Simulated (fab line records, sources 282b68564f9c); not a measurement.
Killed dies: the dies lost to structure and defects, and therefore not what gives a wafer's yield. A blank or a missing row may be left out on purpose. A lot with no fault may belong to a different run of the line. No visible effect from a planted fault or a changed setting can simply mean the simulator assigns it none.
Problem report in the 8D (eight disciplines) form, filled by code | flow rit-cmos | the parts of the form that need people (team, actions taken, sign-off) are left out

== 1. WHAT IS WRONG ==
RIT_M1_PROBE_99, killed-dies: mean 41.3 on 3 wafers (1 lot); fault-free wafers 6.4, standard deviation 2.8. That puts it +12 standard deviations away from the usual mean.
First observed at day 4 05:11: wafer L528.3, on prober-02. The record has a number at this step for 24 wafers belonging to 8 lots. By rule, "out" or "out of limits" means more than 4 standard deviations away from the usual mean. The rest of the wafers with a number are treated as sound.

== 2. WHAT IT IS, WHAT IT ISN'T ==
question                    | is                               | is not
which readings at this step | killed-dies, killed-at-front-end | killed_at_M0_to_M3, killed-at-contacts, killed-open, killed-short
which lots                  | L528                             | L525, L527, L538, L540, L541, L542, L543
which wafers of those lots  | all that have a number           | -
read on which tools         | prober-02                        | prober-01
when                        | from day 4 05:11                 | up to then (6 sound wafers); but 15 sound wafers of L538, L540, L541, L542, L543 came after

== 3. WHAT RULES OUT EACH SUSPECT ==
Counting: a tool at a process step up to the reading stays a suspect if it ran every lot that is out and no sound lot after the first of them.
- wet-bench-04 at RIT_ACTIVE_CLEAN_17 (cleans in SC2, time 600 s): kept. It ran the lot that is out, L528 (day 2 07:25), and no sound lot after that; its last sound lot up to then is L527 (day 2 02:31).
- prober-02 at RIT_M1_PROBE_99: ruled out as a lasting fault. The sound lots L541, L543 went through it after L528, its earliest lot that is out (day 4 05:11).
Remaining after the count: wet-bench-04 at RIT_ACTIVE_CLEAN_17.

== 4. THE CAUSE (what the simulator had put in) ==
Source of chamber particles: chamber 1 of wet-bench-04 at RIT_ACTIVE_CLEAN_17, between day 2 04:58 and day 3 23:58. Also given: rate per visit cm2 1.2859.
The count eliminated every tool but this one.

== 5. THE CHAIN OF EFFECTS, in route order ==
Rows list readings where the struck wafers' mean (over those with a number) sits beyond 3 standard deviations from the usual. Only readings whose record carries a usual standard deviation are examined. hours: median over the lots of the time between each lot's start at the first step of this table that gives one and its start at this step. sigmas: the change, counted in usual standard deviations.
hours | step            | reading             | usual | on struck wafers | change | sigmas
0     | RIT_M1_PROBE_99 | killed-at-front-end | 6.3   | 41.3             | +35.0  | +12
0     | RIT_M1_PROBE_99 | killed-dies         | 6.4   | 41.3             | +34.9  | +12
The process steps in it:
- RIT_M1_PROBE_99

== 6. HOW IT WOULD HAVE BEEN CAUGHT EARLIER ==
First out-of-limits reading in this record: day 4 05:11, which is 48 hours after fault onset at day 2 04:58.
All the lots that are out (1) had begun RIT_ACTIVE_CLEAN_17 on wet-bench-04 by day 4 05:11. A hold on the tool at that time would have spared none of them.
